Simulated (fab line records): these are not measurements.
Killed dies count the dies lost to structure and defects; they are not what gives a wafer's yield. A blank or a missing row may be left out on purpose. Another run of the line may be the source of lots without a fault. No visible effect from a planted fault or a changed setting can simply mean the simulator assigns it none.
Which tool did it?	flow ritCmos	7 lots, 21 wafers sampled, at 2 steps of a route of 202

WHAT EACH GAUGE READ, for each wafer
RIT_NWELL_TW_MEAS_10.
lot	measured	on	NWELL_TW
L997	day 2 07:24	filmMetro-03	2165 2169 2153
L999	day 2 16:56	filmMetro-03	2152 2164 2166
L103	day 3 13:25	filmMetro-03	2171 2156 2160
L108	day 4 13:57	filmMetro-01	2028 2019 2020 2012 2019 2025
L113	day 5 15:45	filmMetro-01	2172 2158 2160
L115	day 6 00:56	filmMetro-04	2173 2160 2152
L118	day 6 17:33	filmMetro-01	2162 2166 2159

EACH LOT AND THE TOOL THAT RAN IT (in order: tool; ch and the chambers of the sampled wafers; start)
lot	RIT_NWELL_IMPLANT_08
L997	implanter-01 ch 0, day 2 07:05
L999	implanter-04 ch 0, day 2 16:39
L103	implanter-01 ch 0, day 3 13:06
L108	implanter-04 ch 0, day 4 13:37
L113	implanter-01 ch 0, day 5 15:28
L115	implanter-01 ch 0, day 6 00:37
L118	implanter-02 ch 0, day 6 17:15
- RIT_NWELL_IMPLANT_08

THE ANSWER, worked out from the rows above alone
Rule: what is usual is taken from the lots themselves. The widest of any qualifying gaps counts: lots, ordered by their means at a reading, are off when they make up no more than a third of the lots, leave a main group of 4 or more, and stand apart from it by 3 or more times the standard deviation of that group's means. If all means in a main group match to the digits the tables above print for the reading, that group is not used. A lot without any number at a reading at which 4 lots or more have one is off too. All remaining lots with rows at the step are treated as sound.
Off: L108, seen at RIT_NWELL_TW_MEAS_10 (NWELL_TW). The main group has a mean of 2162 with a standard deviation of 0.81.
A tool fits if, at a process step before that reading, it ran every lot that is off, and no sound lot after the first of them. Those tools and the gauges at RIT_NWELL_TW_MEAS_10 are tried in the same way. One candidate fits, namely implanter-04 at RIT_NWELL_IMPLANT_08. Its last sound lot is L999 (day 2 16:39), its first lot that is off L108 (day 4 13:37): a fault that began between those two fits.

WHAT THE SIMULATOR HAD INSERTED
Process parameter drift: implanter-04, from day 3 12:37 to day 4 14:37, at RIT_NWELL_IMPLANT_08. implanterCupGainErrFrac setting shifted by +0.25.
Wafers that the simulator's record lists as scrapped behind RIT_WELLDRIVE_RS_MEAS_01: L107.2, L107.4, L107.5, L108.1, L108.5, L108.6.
Shown lots that were struck: L108. Same finding as the rule above.
